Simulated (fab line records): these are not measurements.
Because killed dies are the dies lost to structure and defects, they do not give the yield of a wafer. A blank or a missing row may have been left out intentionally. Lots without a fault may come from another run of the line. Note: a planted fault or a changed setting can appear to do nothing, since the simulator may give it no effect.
Which tool did it? / flow rit-cmos / 16 lots, 48 wafers sampled, at 5 steps of a route of 202

WHAT THE GAUGES SHOWED, per wafer
RIT_WELLDRIVE_RS_MEAS_01: the measuring method here is four-point-probe.
lot=L548; measured=day 2 05:58; on=film-metro-01; NWELL_RS (ohm/sq)=274.4 274.2 274.3
lot=L549; measured=day 2 11:02; on=film-metro-01; NWELL_RS (ohm/sq)=274.3 274.8 275.0
lot=L550; measured=day 2 15:23; on=film-metro-03; NWELL_RS (ohm/sq)=276.4 276.8 276.7
lot=L551; measured=day 2 19:35; on=film-metro-04; NWELL_RS (ohm/sq)=275.3 274.4 274.4
lot=L552; measured=day 3 00:37; on=film-metro-04; NWELL_RS (ohm/sq)=275.3 275.6 274.9
lot=L553; measured=day 3 06:53; on=film-metro-01; NWELL_RS (ohm/sq)=273.5 274.1 273.8
lot=L554; measured=day 3 12:14; on=film-metro-01; NWELL_RS (ohm/sq)=274.5 274.0 274.7
lot=L555; measured=day 3 17:04; on=film-metro-03; NWELL_RS (ohm/sq)=275.4 275.3 275.3
lot=L556; measured=day 3 21:16; on=film-metro-03; NWELL_RS (ohm/sq)=275.9 276.0 276.0
lot=L557; measured=day 4 03:13; on=film-metro-01; NWELL_RS (ohm/sq)=273.2 274.1 273.7
lot=L558; measured=day 4 10:32; on=film-metro-01; NWELL_RS (ohm/sq)=274.7 273.7 273.8
lot=L559; measured=day 4 15:39; on=film-metro-01; NWELL_RS (ohm/sq)=273.8 273.4 273.4
lot=L560; measured=day 4 19:09; on=film-metro-04; NWELL_RS (ohm/sq)=275.3 276.3 274.8
lot=L561; measured=day 4 22:47; on=film-metro-03; NWELL_RS (ohm/sq)=274.9 274.8 274.9
lot=L562; measured=day 5 05:34; on=film-metro-04; NWELL_RS (ohm/sq)=274.6 275.0 274.8
lot=L563; measured=day 5 08:34; on=film-metro-01; NWELL_RS (ohm/sq)=275.5 275.5 276.2

RIT_PRETRO_OVL_MEAS_06.
lot=L548; measured=day 2 08:45; on=overlay-01; PRETRO_OVL (nm)=1.0 1.3 1.3
lot=L549; measured=day 2 13:49; on=overlay-02; PRETRO_OVL (nm)=1.7 2.2 1.3
lot=L550; measured=day 2 18:04; on=overlay-01; PRETRO_OVL (nm)=3.2 1.7 3.6
lot=L551; measured=day 2 22:13; on=overlay-01; PRETRO_OVL (nm)=-0.2 -1.7 -0.8
lot=L552; measured=day 3 03:40; on=overlay-01; PRETRO_OVL (nm)=1.8 0.8 1.7
lot=L553; measured=day 3 09:41; on=overlay-01; PRETRO_OVL (nm)=1.9 1.0 0.4
lot=L554; measured=day 3 14:56; on=overlay-01; PRETRO_OVL (nm)=2.6 1.1 0.4
lot=L555; measured=day 3 19:55; on=overlay-01; PRETRO_OVL (nm)=2.2 1.9 2.2
lot=L556; measured=day 4 00:03; on=overlay-02; PRETRO_OVL (nm)=1.7 1.1 2.2
lot=L557; measured=day 4 06:16; on=overlay-01; PRETRO_OVL (nm)=0.3 -1.2 -1.5
lot=L558; measured=day 4 13:28; on=overlay-02; PRETRO_OVL (nm)=3.8 2.9 4.6
lot=L559; measured=day 4 18:25; on=overlay-01; PRETRO_OVL (nm)=0.5 0.8 1.7
lot=L560; measured=day 4 22:13; on=overlay-02; PRETRO_OVL (nm)=-1.5 -0.1 -0.8
lot=L561; measured=day 5 01:47; on=overlay-01; PRETRO_OVL (nm)=0.1 0.8 1.5
lot=L562; measured=day 5 08:27; on=overlay-02; PRETRO_OVL (nm)=0.8 -0.1 0.3
lot=L563; measured=day 5 11:22; on=overlay-01; PRETRO_OVL (nm)=0.1 -0.1 -0.4

RIT_PLDD_OVL_MEAS_06.
lot=L548; measured=day 2 23:24; on=overlay-02; PLDD_OVL (nm)=1.3 0.1 0.3
lot=L549; measured=day 3 02:54; on=overlay-02; PLDD_OVL (nm)=-0.9 -2.9 -1.4
lot=L550; measured=day 3 06:37; on=overlay-01; PLDD_OVL (nm)=1.0 0.5 -0.3
lot=L551; measured=day 3 10:26; on=overlay-01; PLDD_OVL (nm)=0.7 1.2 1.2
lot=L552; measured=day 3 15:55; on=overlay-01; PLDD_OVL (nm)=-1.0 0.4 1.1
lot=L553; measured=day 3 21:56; on=overlay-01; PLDD_OVL (nm)=-1.2 -3.2 -1.7
lot=L554; measured=day 4 08:27; on=overlay-01; PLDD_OVL (nm)=-0.3 -1.8 -1.1
lot=L555; measured=day 4 11:14; on=overlay-02; PLDD_OVL (nm)=-0.6 -1.6 -1.9
lot=L556; measured=day 4 11:32; on=overlay-01; PLDD_OVL (nm)=-0.6 1.5 0.3
lot=L557; measured=day 4 20:34; on=overlay-02; PLDD_OVL (nm)=-0.9 -2.2 -2.1
lot=L558; measured=day 5 03:00; on=overlay-02; PLDD_OVL (nm)=0.5 1.3 2.1
lot=L559; measured=day 5 07:16; on=overlay-02; PLDD_OVL (nm)=1.0 0.8 0.3
lot=L560; measured=day 5 11:01; on=overlay-02; PLDD_OVL (nm)=-1.3 -0.1 0.2
lot=L561; measured=day 5 18:46; on=overlay-01; PLDD_OVL (nm)=0.7 -0.2 0.4
lot=L562; measured=day 6 00:07; on=overlay-01; PLDD_OVL (nm)=1.6 1.8 1.7
lot=L563; measured=day 6 00:22; on=overlay-02; PLDD_OVL (nm)=-0.8 -1.2 -0.8

RIT_SDANNEAL_RS_MEAS_04: the measuring method here is four-point-probe.
lot=L548; measured=day 3 06:51; on=film-metro-02; PSD_RS (ohm/sq)=115.73 115.85 116.05
lot=L549; measured=day 3 09:45; on=film-metro-02; PSD_RS (ohm/sq)=116.01 115.94 116.29
lot=L550; measured=day 3 13:14; on=film-metro-03; PSD_RS (ohm/sq)=116.01 116.01 115.55
lot=L551; measured=day 3 17:01; on=film-metro-04; PSD_RS (ohm/sq)=115.70 115.65 115.42
lot=L552; measured=day 3 23:22; on=film-metro-02; PSD_RS (ohm/sq)=115.86 115.59 115.57
lot=L553; measured=day 4 05:33; on=film-metro-04; PSD_RS (ohm/sq)=116.05 115.98 115.86
lot=L554; measured=day 4 15:07; on=film-metro-03; PSD_RS (ohm/sq)=116.01 116.05 115.73
lot=L555; measured=day 4 18:55; on=film-metro-02; PSD_RS (ohm/sq)=116.15 115.90 115.80
lot=L556; measured=day 4 19:14; on=film-metro-03; PSD_RS (ohm/sq)=115.75 115.62 115.63
lot=L557; measured=day 5 03:22; on=film-metro-03; PSD_RS (ohm/sq)=115.95 115.71 115.59
lot=L558; measured=day 5 09:28; on=film-metro-03; PSD_RS (ohm/sq)=116.19 115.96 115.62
lot=L559; measured=day 5 14:50; on=film-metro-03; PSD_RS (ohm/sq)=115.89 115.89 115.93
lot=L560; measured=day 5 17:34; on=film-metro-04; PSD_RS (ohm/sq)=50.47 50.40 50.51
lot=L561; measured=day 6 01:38; on=film-metro-03; PSD_RS (ohm/sq)=50.50 50.44 50.53
lot=L562; measured=day 6 06:33; on=film-metro-03; PSD_RS (ohm/sq)=50.47 50.53 50.57
lot=L563; measured=day 6 07:04; on=film-metro-04; PSD_RS (ohm/sq)=50.42 50.41 50.46

WHAT TOOL EACH LOT RAN ON (gives the tool, then ch and the chambers of the sampled wafers, and finally the start)
lot=L548; RIT_PSD_IMPLANT_08=implanter-02 ch 0, day 3 06:02
lot=L549; RIT_PSD_IMPLANT_08=implanter-01 ch 0, day 3 08:56
lot=L550; RIT_PSD_IMPLANT_08=implanter-02 ch 0, day 3 12:26
lot=L551; RIT_PSD_IMPLANT_08=implanter-03 ch 0, day 3 16:13
lot=L552; RIT_PSD_IMPLANT_08=implanter-03 ch 0, day 3 22:28
lot=L553; RIT_PSD_IMPLANT_08=implanter-02 ch 0, day 4 04:44
lot=L554; RIT_PSD_IMPLANT_08=implanter-02 ch 0, day 4 14:14
lot=L555; RIT_PSD_IMPLANT_08=implanter-01 ch 0, day 4 18:05
lot=L556; RIT_PSD_IMPLANT_08=implanter-03 ch 0, day 4 18:22
lot=L557; RIT_PSD_IMPLANT_08=implanter-03 ch 0, day 5 02:32
lot=L558; RIT_PSD_IMPLANT_08=implanter-02 ch 0, day 5 08:39
lot=L559; RIT_PSD_IMPLANT_08=implanter-03 ch 0, day 5 14:01
lot=L560; RIT_PSD_IMPLANT_08=implanter-01 ch 0, day 5 16:46
lot=L561; RIT_PSD_IMPLANT_08=implanter-02 ch 0, day 6 00:47
lot=L562; RIT_PSD_IMPLANT_08=implanter-02 ch 0, day 6 05:44
lot=L563; RIT_PSD_IMPLANT_08=implanter-01 ch 0, day 6 06:14
- RIT_PSD_IMPLANT_08

WHAT THE TOOLS THEMSELVES READ (means of the sampled wafers that have a number; where no wafer has one, the mark that the record gives instead)
RIT_PSD_IMPLANT_08.
lot=L548; tool=implanter-02; end-station-pressure-torr (Torr)=1.44e-05
lot=L549; tool=implanter-01; end-station-pressure-torr (Torr)=1.39e-05
lot=L550; tool=implanter-02; end-station-pressure-torr (Torr)=1.49e-05
lot=L551; tool=implanter-03; end-station-pressure-torr (Torr)=1.46e-05
lot=L552; tool=implanter-03; end-station-pressure-torr (Torr)=1.47e-05
lot=L553; tool=implanter-02; end-station-pressure-torr (Torr)=1.44e-05
lot=L554; tool=implanter-02; end-station-pressure-torr (Torr)=1.53e-05
lot=L555; tool=implanter-01; end-station-pressure-torr (Torr)=1.41e-05
lot=L556; tool=implanter-03; end-station-pressure-torr (Torr)=1.43e-05
lot=L557; tool=implanter-03; end-station-pressure-torr (Torr)=1.45e-05
lot=L558; tool=implanter-02; end-station-pressure-torr (Torr)=1.51e-05
lot=L559; tool=implanter-03; end-station-pressure-torr (Torr)=1.52e-05
lot=L560; tool=implanter-01; end-station-pressure-torr (Torr)=1.38e-05
lot=L561; tool=implanter-02; end-station-pressure-torr (Torr)=1.42e-05
lot=L562; tool=implanter-02; end-station-pressure-torr (Torr)=1.54e-05
lot=L563; tool=implanter-01; end-station-pressure-torr (Torr)=1.43e-05

THE ANSWER, worked out from the rows above alone
Rule: what is usual is taken from the lots themselves. The widest of any qualifying gaps counts: lots, ordered by their means at a reading, are off when they make up no more than a third of the lots, leave a main group of 4 or more, and stand apart from it by 3 or more times the standard deviation of that group's means. A main group is skipped when, at the precision printed for the reading in the tables above, its means are all equal. Also off: a lot with no number at a reading for which 4 or more lots have one. All remaining lots with rows at the step are treated as sound. After the gauges, taken in route order, come the tools' own readings; for these a lot's mean is taken, as printed above. At the first step where some lot is off, the reading lying furthest off is the one used; lots without a number count as furthest.
Off: L560, L561, L562, L563, seen at RIT_SDANNEAL_RS_MEAS_04 (PSD_RS). The main group has a mean of 115.85 ohm/sq with a standard deviation of 0.14.
If a tool, at a process step before that reading, ran all the lots that are off and no sound lot after the first of them, it fits. Those tools and the gauges at RIT_SDANNEAL_RS_MEAS_04 are tried in the same way. No candidate that was tried fits.

WHAT THE SIMULATOR PUT IN
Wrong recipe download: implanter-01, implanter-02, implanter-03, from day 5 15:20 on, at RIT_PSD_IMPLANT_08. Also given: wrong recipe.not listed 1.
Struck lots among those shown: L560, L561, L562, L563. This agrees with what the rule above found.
